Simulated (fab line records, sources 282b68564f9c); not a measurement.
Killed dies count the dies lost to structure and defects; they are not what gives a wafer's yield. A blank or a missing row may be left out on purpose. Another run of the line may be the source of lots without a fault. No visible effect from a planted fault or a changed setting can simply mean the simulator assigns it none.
fab line records	flow ritCmos
record: lots: 6	wafers: 18	lastDay: 5
route steps=202 shown REOX@99 NLDD@103 PLDD@114 SPACER@125 NSD@131 M1@202
lots untouched by any fault: they come from a run of this same line in which no faults occurred
startH: hours from the record's opening day to when the first of the lot's shown wafers began	waitH: how many hours have passed since the lot's step before this one	" unchanged from the row above	L1.1+2: a row that stands for several wafers	- no value, or no start given	* or withheld: withheld	< > ~ a bound
route shown NAME@n: names a module that has steps shown in the file, with the first one's number in the route	usual: mean/standard deviation of fault-free wafers	same: alike in all rows	chamber/n: place in a boat	sites: readings site by site	_std_site: standard deviation across them	_edge_site: inner sites' mean taken away from outer sites' mean	radiusMm: how far each site lies from the wafer's centre	mask NAME#n: copy n	behind: the most recent tool/chamber to have shaped the wafer	hold: what put the lot on hold/how long, in hours/how the hold closed	device: transistor that didn't switch, given as n, p or np	end of line: at the end of the route, the tests of the same wafers	a step given without rows: its recipe and nothing more	killed: at the first sort, the dies lost to defects and structure; wafer yield is something else	map: the dies of a wafer, with x for killed, . for not killed, _ for no die there
set.NAME: the setting that was run; set.NAME@STEP: the one run at that earlier step	model.NAME: the simulator's own value behind a step, which no gauge read
lots at some steps of the route; a table a step, a row a wafer
services: when a tool's chamber went out of use (startH, in hours from the record's first day, below 0 if earlier), for how many hours, and the reason
== steps ==
step: RIT_REOX_CLEAN_01
recipe: chemistry: dHF	dilution: 50:1	timeS: 30
step: RIT_REOX_CLEAN_02
recipe: chemistry: SC2	mix: 3:3:50	timeS: 600	tempC: 75	dry: n2Spin
step: RIT_REOX_OXIDATION_03
recipe: tempC: 900	ambient: O2	targetThkA: 252	oxTimeS: 5580
step: RIT_REOX_THK_MEAS_04
recipe: reads: SiO2_of_REOX_OXIDATION_03
usual: REOX_OXIDE_THK: 25.3/0.5
lot.wafer	tool	chamber	startH	waitH	REOX_OXIDE_THK[nm]
L891.2	filmMetro-04	-	50.15	0.0	26.4
L891.4	"	-	"	"	26.6
L891.6	"	-	"	"	26.0
L892.2	filmMetro-02	-	55.93	0.0	25.6
L892.3	"	-	"	"	25.4
L892.4	"	-	"	"	25.6
L897.4	filmMetro-04	-	81.03	0.0	25.8
L897.5	"	-	"	"	25.6
L897.6	"	-	"	"	25.5
L901.1	filmMetro-02	-	101.71	0.0	25.3
L901.2	"	-	"	"	25.9
L901.3	"	-	"	"	26.0
L902.1	filmMetro-04	-	105.14	0.0	25.5
L902.2	"	-	"	"	25.1
L902.3	"	-	"	"	25.5
L903.4	filmMetro-04	-	110.63	0.0	24.8
L903.5	"	-	"	"	24.9
L903.6	"	-	"	"	25.2
step: RIT_NLDD_HMDS_00
recipe: primeTimeS: 60	primeTempC: 140
step: RIT_NLDD_COAT_01
recipe: resist: NOVOLAK	spinRpm: 3250	resistThkNm: 1000
step: RIT_NLDD_SOFTBAKE_02
recipe: resist: NOVOLAK	tempC: 90	timeS: 60
step: RIT_NLDD_EXPOSE_03
recipe: maskId: M7	na: 0.57	targetCdNm: 40700	doseMj: 250
step: RIT_NLDD_PEB_04
recipe: resist: NOVOLAK	tempC: withheld	timeS: withheld
step: RIT_NLDD_DEVELOP_05
recipe: resist: NOVOLAK	developTimeS: 50	devTempC: 23
step: RIT_NLDD_OVL_MEAS_06
usual: NLDD_OVL: 0.2/1.1
lot.wafer	tool	chamber	startH	waitH	NLDD_OVL[nm]
L891.2	overlay-01	-	51.19	-	0.0
L891.4	"	-	"	"	-0.4
L891.6	"	-	"	"	0.8
L892.2	overlay-01	-	57.11	-	-0.7
L892.3	"	-	"	"	1.6
L892.4	"	-	"	"	1.0
L897.4	overlay-01	-	82.16	-	-1.0
L897.5	"	-	"	"	1.3
L897.6	"	-	"	"	0.7
L901.1	overlay-01	-	102.75	-	0.6
L901.2	"	-	"	"	1.8
L901.3	"	-	"	"	1.0
L902.1	overlay-01	-	106.05	-	-0.4
L902.2	"	-	"	"	0.1
L902.3	"	-	"	"	0.3
L903.4	overlay-01	-	111.66	-	-1.9
L903.5	"	-	"	"	1.2
L903.6	"	-	"	"	-1.9
step: RIT_NLDD_HARDBAKE_07
recipe: resist: NOVOLAK	tempC: 140	timeS: 60
step: RIT_NLDD_IMPLANT_08
recipe: species: P	energyKev: 20	doseCm2: 5e+14	tiltDeg: 7
usual: beamOnS: 9.99/0.21	doseIonsCm2: 5e+14/5.8e+11	endStationPressureTorr: 6.2e-06/3.5e-07	faradayCurrentUA: 1575/32
lot.wafer	tool	chamber	startH	waitH	beamOnS	doseIonsCm2	endStationPressureTorr	faradayCurrentUA
L891.2	implanter-02	0	51.39	0.1	9.75	5.001e+14	6.3e-06	1608
L891.4	"	0	"	"	9.86	5e+14	7e-06	1593
L891.6	"	0	"	"	10.01	4.996e+14	6.9e-06	1571
L892.2	implanter-01	0	57.32	0.1	10.27	5.003e+14	6.6e-06	1525
L892.3	"	0	"	"	9.96	5.004e+14	5.8e-06	1582
L892.4	"	0	"	"	9.68	5.008e+14	6.4e-06	1623
L897.4	implanter-01	0	82.41	0.1	10.03	1.007e+14	5.3e-06	315
L897.5	"	0	"	"	10.06	1.01e+14	5.3e-06	314
L897.6	"	0	"	"	9.96	1e+14	4.9e-06	318
L901.1	implanter-03	0	102.93	0.1	9.99	5.005e+14	5.5e-06	1574
L901.2	"	0	"	"	10.16	5.007e+14	6.8e-06	1556
L901.3	"	0	"	"	9.90	4.997e+14	7e-06	1588
L902.1	implanter-01	0	106.23	0.1	9.78	1.005e+14	4.8e-06	321
L902.2	"	0	"	"	9.90	9.97e+13	5e-06	319
L902.3	"	0	"	"	9.93	1.002e+14	5.2e-06	318
L903.4	implanter-03	0	111.90	0.1	10.23	5.007e+14	5.6e-06	1537
L903.5	"	0	"	"	10.08	5e+14	6e-06	1562
L903.6	"	0	"	"	10.27	5.011e+14	6.6e-06	1539
step: RIT_NLDD_STRIP_09
recipe: chemistry: O2	timeS: 180	resist: NOVOLAK	platenTempC: withheld	powerW: 500	pressureMtorr: 4000	o2FlowSccm: 4000
usual: drypumpMotorCurrentA: 5.6/0.49
lot.wafer	tool	chamber	startH	waitH	drypumpMotorCurrentA	rfHoursCounterH
L891.2	plasmaAsher-01	0	51.52	0.1	5.2	17
L891.4	"	0	"	"	5.2	-
L891.6	"	1	"	"	5.2	-
L892.2	plasmaAsher-01	1	57.44	0.1	5.2	18
L892.3	"	1	"	"	5.2	-
L892.4	"	0	"	"	5.2	-
L897.4	plasmaAsher-01	1	82.54	0.1	5.2	-
L897.5	"	1	"	"	5.2	-
L897.6	"	0	"	"	5.2	-
L901.1	plasmaAsher-04	0	103.08	0.1	5.9	48
L901.2	"	1	"	"	5.7	48
L901.3	"	1	"	"	5.7	-
L902.1	plasmaAsher-04	0	106.38	0.1	5.9	48
L902.2	"	1	"	"	5.7	48
L902.3	"	0	"	"	5.9	-
L903.4	plasmaAsher-01	1	112.03	0.1	5.2	-
L903.5	"	1	"	"	5.2	-
L903.6	"	0	"	"	5.2	-
step: RIT_NLDD_TW_MEAS_10
usual: NLDD_TW: 2491/21
lot.wafer	tool	chamber	startH	waitH	NLDD_TW
L891.2	filmMetro-01	-	51.70	0.1	2492
L891.4	"	-	"	"	2495
L891.6	"	-	"	"	2499
L892.2	filmMetro-03	-	57.63	0.1	2491
L892.3	"	-	"	"	2491
L892.4	"	-	"	"	2502
L897.4	filmMetro-01	-	82.69	0.1	1558
L897.5	"	-	"	"	1550
L897.6	"	-	"	"	1539
L901.1	filmMetro-03	-	103.26	0.1	2518
L901.2	"	-	"	"	2501
L901.3	"	-	"	"	2520
L902.1	filmMetro-04	-	106.56	0.1	1541
L902.2	"	-	"	"	1544
L902.3	"	-	"	"	1543
L903.4	filmMetro-04	-	112.18	0.1	2459
L903.5	"	-	"	"	2460
L903.6	"	-	"	"	2457
step: RIT_PLDD_HMDS_00
recipe: primeTimeS: 60	primeTempC: 140
step: RIT_PLDD_COAT_01
recipe: resist: NOVOLAK	spinRpm: 3250	resistThkNm: 1000
step: RIT_PLDD_SOFTBAKE_02
recipe: resist: NOVOLAK	tempC: 90	timeS: 60
step: RIT_PLDD_EXPOSE_03
recipe: maskId: M8	na: 0.57	targetCdNm: 40900	doseMj: 250
step: RIT_PLDD_PEB_04
recipe: resist: NOVOLAK	tempC: withheld	timeS: withheld
step: RIT_PLDD_DEVELOP_05
recipe: resist: NOVOLAK	developTimeS: 50	devTempC: 23
step: RIT_PLDD_OVL_MEAS_06
usual: PLDD_OVL: 0.0/1.1
lot.wafer	tool	chamber	startH	waitH	PLDD_OVL[nm]
L891.2	overlay-01	-	52.61	-	0.9
L891.4	"	-	"	"	-1.4
L891.6	"	-	"	"	0.5
L892.2	overlay-02	-	58.54	-	0.2
L892.3	"	-	"	"	-1.3
L892.4	"	-	"	"	-1.0
L897.4	overlay-01	-	83.58	-	-1.1
L897.5	"	-	"	"	-0.2
L897.6	"	-	"	"	-1.1
L901.1	overlay-02	-	104.29	-	1.3
L901.2	"	-	"	"	0.6
L901.3	"	-	"	"	0.2
L902.1	overlay-01	-	107.59	-	-2.9
L902.2	"	-	"	"	-1.5
L902.3	"	-	"	"	-2.1
L903.4	overlay-01	-	113.20	-	0.0
L903.5	"	-	"	"	0.4
L903.6	"	-	"	"	-0.1
step: RIT_PLDD_HARDBAKE_07
recipe: resist: NOVOLAK	tempC: 140	timeS: 60
step: RIT_PLDD_IMPLANT_08
recipe: species: BF2	energyKev: 20	doseCm2: 9e+14	tiltDeg: 7
step: RIT_PLDD_STRIP_09
recipe: chemistry: O2	timeS: 180	resist: NOVOLAK	platenTempC: withheld	powerW: 500	pressureMtorr: 4000	o2FlowSccm: 4000
usual: drypumpMotorCurrentA: 5.6/0.36
lot.wafer	tool	chamber	startH	waitH	drypumpMotorCurrentA	rfHoursCounterH
L891.2	plasmaAsher-01	1	52.94	0.1	5.2	17
L891.4	"	0	"	"	5.2	-
L891.6	"	1	"	"	5.2	-
L892.2	plasmaAsher-04	0	58.87	0.1	5.9	43
L892.3	"	1	"	"	5.7	-
L892.4	"	0	"	"	5.9	-
L897.4	plasmaAsher-04	0	83.96	0.1	5.8	-
L897.5	"	1	"	"	5.7	-
L897.6	"	0	"	"	5.9	-
L901.1	plasmaAsher-04	1	104.63	0.1	5.7	48
L901.2	"	0	"	"	5.9	48
L901.3	"	0	"	"	5.9	-
L902.1	plasmaAsher-01	0	107.93	0.1	5.2	23
L902.2	"	1	"	"	5.1	23
L902.3	"	1	"	"	5.2	-
L903.4	plasmaAsher-01	1	113.58	0.1	5.2	-
L903.5	"	1	"	"	5.2	-
L903.6	"	0	"	"	5.2	-
step: RIT_PLDD_TW_MEAS_10
usual: PLDD_TW: 2345/23
lot.wafer	tool	chamber	startH	waitH	PLDD_TW
L891.2	filmMetro-01	-	53.12	0.1	2365
L891.4	"	-	"	"	2348
L891.6	"	-	"	"	2355
L892.2	filmMetro-03	-	59.05	0.1	2365
L892.3	"	-	"	"	2353
L892.4	"	-	"	"	2352
L897.4	filmMetro-01	-	84.11	0.1	2357
L897.5	"	-	"	"	2357
L897.6	"	-	"	"	2360
L901.1	filmMetro-04	-	104.80	0.1	2313
L901.2	"	-	"	"	2331
L901.3	"	-	"	"	2324
L902.1	filmMetro-04	-	108.10	0.1	2323
L902.2	"	-	"	"	2310
L902.3	"	-	"	"	2311
L903.4	filmMetro-03	-	113.73	0.1	2380
L903.5	"	-	"	"	2376
L903.6	"	-	"	"	2379
step: RIT_SPACER_CLEAN_00
recipe: chemistry: SC1	mix: 3:3:50	timeS: 600	tempC: 75
step: RIT_SPACER_CLEAN_01
recipe: chemistry: dHF	dilution: 50:1	timeS: 30
step: RIT_SPACER_CLEAN_02
recipe: chemistry: SC2	mix: 3:3:50	timeS: 600	tempC: 75	dry: n2Spin
step: RIT_SPACER_CVD_03
recipe: material: Si3N4	targetThkNm: 250	tempC: 810	precursor: SiH2Cl2/NH3	timeS: 3300	pressureMtorr: 300	sih2cl2FlowSccm: 60	nh3FlowSccm: 150
step: RIT_SPACER_THK_MEAS_04
recipe: reads: Si3N4_of_SPACER_CVD_03
usual: SPACER_NITRIDE_THK: 251.3/2.3
lot.wafer	tool	chamber	startH	waitH	SPACER_NITRIDE_THK[nm]
L891.2	filmMetro-01	-	55.46	0.0	250.9
L891.4	"	-	"	"	247.8
L891.6	"	-	"	"	250.8
L892.2	filmMetro-02	-	61.39	0.0	250.2
L892.3	"	-	"	"	251.0
L892.4	"	-	"	"	251.7
L897.4	filmMetro-02	-	86.47	0.0	251.3
L897.5	"	-	"	"	251.0
L897.6	"	-	"	"	249.2
L901.1	filmMetro-02	-	107.15	0.0	251.9
L901.2	"	-	"	"	255.0
L901.3	"	-	"	"	253.3
L902.1	filmMetro-02	-	110.46	0.0	253.9
L902.2	"	-	"	"	250.5
L902.3	"	-	"	"	251.2
L903.4	filmMetro-04	-	116.12	0.0	251.9
L903.5	"	-	"	"	253.6
L903.6	"	-	"	"	252.1
step: RIT_SPACER_ETCHBACK_05
recipe: targetDepthA: 2500	SF6_flow_sccm: 30	CHF3_flow_sccm: 30	target: Si3N4	chemistry: SF6/CHF3	pressureMtorr: 40	rfW: 250	timeS: 240	stopOn: SiO2
usual: SF6_flow_sccm: 30.00/0.094	drypumpMotorCurrentA: 5.7/0.46	oesProductAu: 0.843/0.012	throttleValvePct: 10.24/0.15
lot.wafer	tool	chamber	startH	waitH	SF6_flow_sccm	drypumpMotorCurrentA	oesProductAu	rfHoursCounterH	throttleValvePct
L891.2	rieDiel-04	1	55.51	0.0	30.07	5.0	0.838	64	10.32
L891.4	"	2	"	"	30.06	6.8	0.839	11	10.33
L891.6	"	0	"	"	30.16	6.1	0.846	-	10.38
L892.2	rieDiel-01	3	61.44	0.0	29.97	5.2	0.845	98	10.24
L892.3	"	0	"	"	30.14	5.5	0.818	114	10.45
L892.4	"	2	"	"	29.91	5.7	0.850	24	10.12
L897.4	rieDiel-04	1	86.50	0.0	30.00	5.0	0.848	64	10.33
L897.5	"	0	"	"	30.02	6.0	0.846	-	10.36
L897.6	"	1	"	"	30.08	4.9	0.837	-	10.33
L901.1	rieDiel-01	1	107.21	0.1	29.82	6.4	0.820	151	10.38
L901.2	"	2	"	"	30.05	5.7	0.857	24	10.13
L901.3	"	3	"	"	30.06	5.1	0.853	98	10.26
L902.1	rieDiel-04	0	110.52	0.1	30.01	6.0	0.863	66	10.38
L902.2	"	2	"	"	29.94	6.8	0.844	12	10.31
L902.3	"	1	"	"	29.99	4.9	0.842	65	10.31
L903.4	rieDiel-04	2	116.22	0.1	30.05	6.7	0.854	-	10.32
L903.5	"	1	"	"	30.03	4.9	0.847	-	10.32
L903.6	"	0	"	"	30.18	6.0	0.852	-	10.38
step: RIT_NSD_HMDS_00
recipe: primeTimeS: 60	primeTempC: 140
step: RIT_NSD_COAT_01
recipe: resist: NOVOLAK	spinRpm: 3250	resistThkNm: 1000
step: RIT_NSD_SOFTBAKE_02
recipe: resist: NOVOLAK	tempC: 90	timeS: 60
step: RIT_NSD_EXPOSE_03
recipe: maskId: M9	na: 0.57	targetCdNm: 40700	doseMj: 250
step: RIT_NSD_PEB_04
recipe: resist: NOVOLAK	tempC: withheld	timeS: withheld
step: RIT_NSD_DEVELOP_05
recipe: resist: NOVOLAK	developTimeS: 50	devTempC: 23
step: RIT_NSD_OVL_MEAS_06
usual: NSD_OVL: 0.0/1.4
lot.wafer	tool	chamber	startH	waitH	NSD_OVL[nm]
L891.2	overlay-01	-	56.65	-	1.6
L891.4	"	-	"	"	0.2
L891.6	"	-	"	"	1.6
L892.2	overlay-01	-	62.56	-	3.2
L892.3	"	-	"	"	2.5
L892.4	"	-	"	"	1.6
L897.4	overlay-02	-	87.51	-	-1.8
L897.5	"	-	"	"	-0.9
L897.6	"	-	"	"	-0.7
L901.1	overlay-01	-	108.21	-	-0.3
L901.2	"	-	"	"	0.3
L901.3	"	-	"	"	1.1
L902.1	overlay-02	-	111.52	-	0.1
L902.2	"	-	"	"	-1.8
L902.3	"	-	"	"	-1.1
L903.4	overlay-01	-	117.40	-	-0.5
L903.5	"	-	"	"	-2.6
L903.6	"	-	"	"	0.2
step: RIT_NSD_HARDBAKE_07
recipe: resist: NOVOLAK	tempC: 140	timeS: 60
step: RIT_NSD_IMPLANT_08
recipe: species: P	energyKev: 25	doseCm2: 1e+15	tiltDeg: 7
step: RIT_NSD_STRIP_09
recipe: chemistry: O2	timeS: 180	resist: NOVOLAK	platenTempC: withheld	powerW: 500	pressureMtorr: 4000	o2FlowSccm: 4000
usual: drypumpMotorCurrentA: 5.8/0.59
lot.wafer	tool	chamber	startH	waitH	drypumpMotorCurrentA	rfHoursCounterH
L891.2	plasmaAsher-03	1	56.98	0.1	5.7	44
L891.4	"	1	"	"	5.7	-
L891.6	"	1	"	"	5.7	-
L892.2	plasmaAsher-01	1	62.89	0.1	5.2	19
L892.3	"	0	"	"	5.2	-
L892.4	"	1	"	"	5.2	-
L897.4	plasmaAsher-03	1	87.89	0.1	5.7	-
L897.5	"	1	"	"	5.7	-
L897.6	"	0	"	"	6.7	-
L901.1	plasmaAsher-02	1	108.54	0.1	5.2	50
L901.2	"	0	"	"	6.2	50
L901.3	"	0	"	"	6.2	-
L902.1	plasmaAsher-03	0	111.86	0.1	6.7	50
L902.2	"	1	"	"	5.7	50
L902.3	"	0	"	"	6.6	-
L903.4	plasmaAsher-01	1	117.77	0.1	5.2	-
L903.5	"	0	"	"	5.2	-
L903.6	"	1	"	"	5.2	-
step: RIT_SDANNEAL_RS_MEAS_07
recipe: thkMeasGauge: four-point-probe
usual: NLDD_RS: 151.6/0.47
lot.wafer	tool	chamber	startH	waitH	NLDD_RS[ohm/sq]
L891.2	filmMetro-01	-	59.58	0.1	151.1
L891.4	"	-	"	"	151.7
L891.6	"	-	"	"	151.2
L892.2	filmMetro-01	-	65.38	0.1	151.8
L892.3	"	-	"	"	151.8
L892.4	"	-	"	"	151.5
L897.4	filmMetro-03	-	90.46	0.1	513.7
L897.5	"	-	"	"	520.7
L897.6	"	-	"	"	524.1
L901.1	filmMetro-03	-	111.11	0.1	151.7
L901.2	"	-	"	"	151.1
L901.3	"	-	"	"	151.6
L902.1	filmMetro-03	-	114.43	0.1	507.3
L902.2	"	-	"	"	509.5
L902.3	"	-	"	"	509.7
L903.4	filmMetro-03	-	120.22	0.1	152.6
L903.5	"	-	"	"	152.4
L903.6	"	-	"	"	152.3
step: RIT_M1_PROBE_99
usual: killedAtFrontEnd: 7.5/2.8	killedDies: 7.6/2.8	killedOpen: 3.9/2.1	killedShort: 3.7/1.7
same: grossDies: 264	killed_at_M0_to_M3: 0	killed_at_M4_up: 0	killedAtBackSide: 0	killedAtContacts: 0	killedAtOther: 0
lot.wafer	tool	chamber	startH	waitH	killedAtFrontEnd	killedDies	killedOpen	killedShort
L891.2	prober-01	-	66.66	0.1	14	14	8	6
L891.4	prober-01	-	66.76	0.2	4	4	1	3
L891.6	prober-01	-	66.86	0.2	10	10	6	4
L892.2	prober-02	-	73.63	0.1	8	8	4	4
L892.3	prober-02	-	73.68	0.2	8	8	3	5
L892.4	prober-02	-	73.73	0.2	10	10	4	6
L897.4	prober-01	-	97.60	0.2	10	10	6	4
L897.5	prober-01	-	97.65	0.2	10	10	4	6
L897.6	prober-01	-	97.70	0.2	6	6	4	2
L901.1	prober-01	-	118.51	0.1	5	5	4	1
L901.2	prober-01	-	118.56	0.1	6	6	2	4
L901.3	prober-01	-	118.61	0.2	11	11	3	7
L902.1	prober-02	-	121.46	0.1	8	8	5	3
L902.2	prober-02	-	121.51	0.1	7	7	2	3
L902.3	prober-02	-	121.56	0.2	4	4	2	2
L903.4	prober-01	-	128.59	0.2	7	7	3	4
L903.5	prober-01	-	128.64	0.2	7	7	3	4
L903.6	prober-01	-	128.69	0.2	9	9	3	5
killed by level:class
L891.2 SILICIDE:geometricParticle:open=3 FOX1:geometricParticle:open=2 FOX1:geometricParticle:short=2 GATE:geometricParticle:short=2 REOX:geometricParticle:open=2 REOX:geometricParticle:short=2 SPACER:geometricParticle:open=1
L891.4 FOX1:geometricParticle:open=1 FOX2:geometricParticle:short=1 REOX:geometricParticle:short=1 SILICIDE:geometricParticle:short=1
L891.6 FOX1:geometricParticle:short=3 FOX1:geometricParticle:open=2 SILICIDE:geometricParticle:open=2 FOX2:geometricParticle:short=1 FOX2:geometricParticle:open=1 REOX:geometricParticle:open=1
L892.2 REOX:geometricParticle:open=2 FOX2:geometricParticle:open=1 FOX2:geometricParticle:short=1 GATE:geometricParticle:short=1 GATE:geometricParticle:open=1 REOX:geometricParticle:short=1 SILICIDE:geometricParticle:short=1
L892.3 GATE:geometricParticle:short=2 REOX:geometricParticle:short=2 FOX1:geometricParticle:open=1 FOX2:geometricParticle:short=1 GATE:geometricParticle:open=1 REOX:geometricParticle:open=1
L892.4 GATE:geometricParticle:open=3 SILICIDE:geometricParticle:short=3 GATE:geometricParticle:short=2 FOX1:geometricParticle:open=1 FOX1:geometricParticle:short=1
L897.4 REOX:geometricParticle:open=3 SILICIDE:geometricParticle:open=3 FOX1:geometricParticle:short=1 GATE:geometricParticle:short=1 REOX:geometricParticle:short=1 SPACER:geometricParticle:short=1
L897.5 FOX1:geometricParticle:open=2 FOX1:geometricParticle:short=2 GATE:geometricParticle:short=2 GATE:geometricParticle:open=2 REOX:geometricParticle:short=2
L897.6 FOX1:geometricParticle:open=2 FOX1:geometricParticle:short=2 GATE:geometricParticle:open=1 REOX:geometricParticle:open=1
L901.1 GATE:geometricParticle:open=2 SPACER:geometricParticle:open=2 FOX1:geometricParticle:short=1
L901.2 GATE:geometricParticle:short=2 SPACER:geometricParticle:short=2 GATE:geometricParticle:open=1 SPACER:geometricParticle:open=1
L901.3 REOX:geometricParticle:short=4 SILICIDE:geometricParticle:short=2 FOX1:geometricParticle:open=1 GATE:geometricParticle:short=1 SPACER:geometricParticle:open=1 SILICIDE:geometricParticle:open=1 NSD:coatMicrobubblePrinted=1
L902.1 SPACER:geometricParticle:open=3 GATE:geometricParticle:short=2 GATE:geometricParticle:open=1 SPACER:geometricParticle:short=1 SILICIDE:geometricParticle:open=1
L902.2 PLDD:coatMicrobubblePrinted=2 GATE:geometricParticle:short=1 SPACER:geometricParticle:open=1 SPACER:geometricParticle:short=1 SILICIDE:geometricParticle:short=1 SILICIDE:geometricParticle:open=1
L902.3 SPACER:geometricParticle:open=2 SPACER:geometricParticle:short=2
L903.4 GATE:geometricParticle:short=2 REOX:geometricParticle:short=2 FOX1:geometricParticle:open=1 GATE:geometricParticle:open=1 SILICIDE:geometricParticle:open=1
L903.5 FOX1:geometricParticle:short=2 GATE:geometricParticle:short=2 GATE:geometricParticle:open=2 SPACER:geometricParticle:open=1
L903.6 GATE:geometricParticle:open=2 SILICIDE:geometricParticle:short=2 GATE:geometricParticle:short=1 REOX:geometricParticle:short=1 SPACER:geometricParticle:short=1 SILICIDE:geometricParticle:open=1 NLDD:coatMicrobubblePrinted=1
== services ==
tool	chamber	startH	hours	kind
implanter-01	-	43.62	3.7	pm
implanter-02	-	57.03	3.3	repair
implanter-03	-	58.39	4.1	pm
rieDiel-04	3	91.18	26.1	repair
plasmaAsher-04	-	108.75	9.0	pm
plasmaAsher-04	0	108.75	9.0	ventCycle
plasmaAsher-04	1	108.75	9.0	ventCycle
plasmaAsher-04	0	117.75	-	clean
plasmaAsher-04	1	117.75	-	clean
== key ==
firstSign: step: RIT_NLDD_IMPLANT_08	reading: doseIonsCm2	direction: down	sigmas: 99+	usual: 5e+14	struck: 1.004e+14
effect: step: RIT_NLDD_IMPLANT_08	reading: faradayCurrentUA	direction: down	sigmas: 39	usual: 1575	struck: 318
effect: step: RIT_NLDD_TW_MEAS_10	reading: NLDD_TW	direction: down	sigmas: 46	usual: 2491	struck: 1546
effect: step: RIT_SDANNEAL_RS_MEAS_07	reading: NLDD_RS	direction: up	sigmas: 99+	usual: 151.6	struck: 514.2
metAt RIT_NLDD_IMPLANT_08
struckWafers L897.4,L897.5,L897.6,L902.1,L902.2,L902.3
testerLeftOut L897,L902
onsetBetween 57.32 82.41
fault: kind: processParameterDrift	tool: implanter-01	chamber: -	onsetH: 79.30	steps: RIT_NLDD_IMPLANT_08	channel: doseCm2	offset: -4e+14	shape: step	endH: 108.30	actsIn: theseRecipesOnly	stated: 5e+14
testerLeftOut: of these lots the tester's yield and bins aren't shown, on N5 and GAA mostly nor the transistor test; their killed dies are dies lost to structure and defects alone, not to doping, threshold or leakage, so they don't give the yield
